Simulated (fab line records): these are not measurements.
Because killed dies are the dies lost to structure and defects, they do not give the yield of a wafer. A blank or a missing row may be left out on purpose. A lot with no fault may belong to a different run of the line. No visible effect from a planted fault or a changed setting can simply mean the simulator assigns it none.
Shared-tool check / flow rit-cmos / Sampled: 14 lots, 48 wafers

WHAT PROMPTED THE OPENING
At RIT_NRETRO_TW_MEAS_10 the reading NRETRO_TW is flagged on 2 of 14 lots. Fault-free wafers read 1040, with a standard deviation of 12.
Rule: a lot is flagged in two cases, either no wafer of it has a number, or all its wafers with numbers fall more than 4 standard deviations from that mean. As for the other lots, they are considered sound.

lot=L976; measured=day 2 06:15; on=film-metro-03; NRETRO_TW, wafer by wafer=1053 1053 1056; flag=
lot=L977; measured=day 2 11:07; on=film-metro-03; NRETRO_TW, wafer by wafer=1058 1061 1058; flag=
lot=L978; measured=day 2 15:19; on=film-metro-03; NRETRO_TW, wafer by wafer=1053 1055 1052; flag=
lot=L980; measured=day 3 02:41; on=film-metro-03; NRETRO_TW, wafer by wafer=1051 1049 1046; flag=
lot=L982; measured=day 3 13:29; on=film-metro-03; NRETRO_TW, wafer by wafer=1051 1053 1056; flag=
lot=L983; measured=day 3 18:16; on=film-metro-01; NRETRO_TW, wafer by wafer=1022 1024 1024; flag=
lot=L985; measured=day 4 04:49; on=film-metro-02; NRETRO_TW, wafer by wafer=1046 1047 1046; flag=
lot=L986; measured=day 4 10:27; on=film-metro-02; NRETRO_TW, wafer by wafer=1045 1050 1050; flag=
lot=L987; measured=day 4 15:32; on=film-metro-01; NRETRO_TW, wafer by wafer=1025 1026 1028; flag=
lot=L988; measured=day 4 22:47; on=film-metro-01; NRETRO_TW, wafer by wafer=1024 1032 1027; flag=
lot=L993; measured=day 5 18:53; on=film-metro-01; NRETRO_TW, wafer by wafer=1020 1018 1021; flag=
lot=L994; measured=day 6 00:20; on=film-metro-01; NRETRO_TW, wafer by wafer=1150 1152 1146 1150 1145 1153; flag=FLAGGED
lot=L995; measured=day 6 05:08; on=film-metro-01; NRETRO_TW, wafer by wafer=1153 1156 1149 1152 1152 1155; flag=FLAGGED
lot=L999; measured=day 7 00:56; on=film-metro-01; NRETRO_TW, wafer by wafer=1031 1036 1033; flag=
The numbers of the flagged lots are 1151 on average: +111 against the usual, or +9 standard deviations.

TOOL THAT RAN EACH LOT
The record holds 1 process step before the reading, out of a route of 202 steps. In each cell: the tool, then ch and the chambers that the sampled wafers went through, then the start.
lot=L976; flag=; RIT_NRETRO_IMPLANT_08=implanter-02 ch 0, day 2 05:56
lot=L977; flag=; RIT_NRETRO_IMPLANT_08=implanter-02 ch 0, day 2 10:48
lot=L978; flag=; RIT_NRETRO_IMPLANT_08=implanter-03 ch 0, day 2 15:01
lot=L980; flag=; RIT_NRETRO_IMPLANT_08=implanter-04 ch 0, day 3 02:22
lot=L982; flag=; RIT_NRETRO_IMPLANT_08=implanter-04 ch 0, day 3 13:11
lot=L983; flag=; RIT_NRETRO_IMPLANT_08=implanter-04 ch 0, day 3 17:57
lot=L985; flag=; RIT_NRETRO_IMPLANT_08=implanter-03 ch 0, day 4 04:29
lot=L986; flag=; RIT_NRETRO_IMPLANT_08=implanter-02 ch 0, day 4 10:07
lot=L987; flag=; RIT_NRETRO_IMPLANT_08=implanter-02 ch 0, day 4 15:13
lot=L988; flag=; RIT_NRETRO_IMPLANT_08=implanter-04 ch 0, day 4 22:28
lot=L993; flag=; RIT_NRETRO_IMPLANT_08=implanter-03 ch 0, day 5 18:34
lot=L994; flag=FLAGGED; RIT_NRETRO_IMPLANT_08=implanter-04 ch 0, day 6 00:02
lot=L995; flag=FLAGGED; RIT_NRETRO_IMPLANT_08=implanter-04 ch 0, day 6 04:52
lot=L999; flag=; RIT_NRETRO_IMPLANT_08=implanter-02 ch 0, day 7 00:37
These steps, and what they do:
- RIT_NRETRO_IMPLANT_08
- RIT_NRETRO_TW_MEAS_10

FLAGGED AGAINST TOTAL, ONE TOOL AT A TIME (gauges that did the reading follow at the end)
step=RIT_NRETRO_IMPLANT_08; tool=implanter-02; lots run=5; flagged=0; share of the flagged lots=none; sound lots run after its first flagged lot=-
step=RIT_NRETRO_IMPLANT_08; tool=implanter-03; lots run=3; flagged=0; share of the flagged lots=none; sound lots run after its first flagged lot=-
step=RIT_NRETRO_IMPLANT_08; tool=implanter-04; lots run=6; flagged=2; share of the flagged lots=all; sound lots run after its first flagged lot=0
step=RIT_NRETRO_TW_MEAS_10; tool=film-metro-01; lots run=7; flagged=2; share of the flagged lots=all; sound lots run after its first flagged lot=1 (L999)
step=RIT_NRETRO_TW_MEAS_10; tool=film-metro-02; lots run=2; flagged=0; share of the flagged lots=none; sound lots run after its first flagged lot=-
step=RIT_NRETRO_TW_MEAS_10; tool=film-metro-03; lots run=5; flagged=0; share of the flagged lots=none; sound lots run after its first flagged lot=-

WHAT THE TABLE PERMITS
In 2 table rows, all flagged lots were run: implanter-04 (RIT_NRETRO_IMPLANT_08), film-metro-01 (RIT_NRETRO_TW_MEAS_10).
- implanter-04 at RIT_NRETRO_IMPLANT_08: 2 of its 6 lots flagged. A fault beginning between L988 (day 4 22:28), its last sound lot, and L994 (day 6 00:02), its first flagged one, fits the data. Its own readings (dose-ions-cm2, faraday-current-uA) fall more than 4 standard deviations out on all wafers of the flagged lots.
- film-metro-01 at RIT_NRETRO_TW_MEAS_10: 2 of its 7 lots flagged. After the first flagged lot (L999), sound lots still ran on it; a lasting fault on the whole tool would not permit that.
Just one tool remains: implanter-04 at RIT_NRETRO_IMPLANT_08.

WHAT THE SIMULATOR PUT IN
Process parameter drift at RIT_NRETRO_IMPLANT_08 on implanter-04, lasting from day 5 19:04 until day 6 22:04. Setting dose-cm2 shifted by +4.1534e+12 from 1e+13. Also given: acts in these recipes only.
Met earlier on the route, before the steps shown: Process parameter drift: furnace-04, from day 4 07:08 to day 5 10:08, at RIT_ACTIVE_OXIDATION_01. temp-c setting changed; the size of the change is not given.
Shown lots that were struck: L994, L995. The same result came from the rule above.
